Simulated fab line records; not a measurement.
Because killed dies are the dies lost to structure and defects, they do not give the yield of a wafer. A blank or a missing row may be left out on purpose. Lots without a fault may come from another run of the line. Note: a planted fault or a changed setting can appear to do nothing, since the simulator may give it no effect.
Which of the tools did it? | flow ritCmos | 18 wafers from 6 lots sampled at 2 of the route's 202 steps

WHAT EACH GAUGE READ, for each wafer
RIT_ACTIVE_THK_MEAS_04.
lot  | measured    | on           | ACTIVE_NITRIDE_THK (nm)
L721 | day 1 21:05 | filmMetro-03 | 148.7 148.1 148.7
L723 | day 2 05:37 | filmMetro-04 | 151.6 153.4 153.1
L726 | day 2 19:32 | filmMetro-04 | 150.7 150.5 150.2
L734 | day 4 12:39 | filmMetro-02 | 151.5 149.4 150.8
L738 | day 5 09:28 | filmMetro-04 | 148.9 149.7 151.5
L740 | day 5 21:07 | filmMetro-02 | 149.8 150.2 150.2

WHICH TOOL RAN EACH LOT (tool, then ch and the chambers of the sampled wafers, then the start)
lot  | RIT_ACTIVE_CVD_03
L721 | lpcvd-01 ch 1, day 1 19:40
L723 | lpcvd-01 ch 1, day 2 04:11
L726 | lpcvd-01 ch 1, day 2 18:07
L734 | lpcvd-01 ch 1, day 4 10:31
L738 | lpcvd-01 ch 1, day 5 08:02
L740 | lpcvd-01 ch 0, day 5 19:42
- RIT_ACTIVE_CVD_03: deposits Si3N4 from SiH2Cl2/NH3, target thk 150 nm, time 1500 s.

THE ANSWER, worked out from the rows above alone
Rule: the usual values come from the lots themselves. The widest of any qualifying gaps counts: lots, ordered by their means at a reading, are off when they make up no more than a third of the lots, leave a main group of 4 or more, and stand apart from it by 3 or more times the standard deviation of that group's means. Not used: any main group whose means are identical at the precision the tables above print for the reading. A lot without any number at a reading at which 4 lots or more have one is off too. Any other lot the step has rows for is counted as sound.
No lot is off at any reading shown: from this, nothing can be told.

WHAT HAD BEEN PUT IN BY THE SIMULATOR
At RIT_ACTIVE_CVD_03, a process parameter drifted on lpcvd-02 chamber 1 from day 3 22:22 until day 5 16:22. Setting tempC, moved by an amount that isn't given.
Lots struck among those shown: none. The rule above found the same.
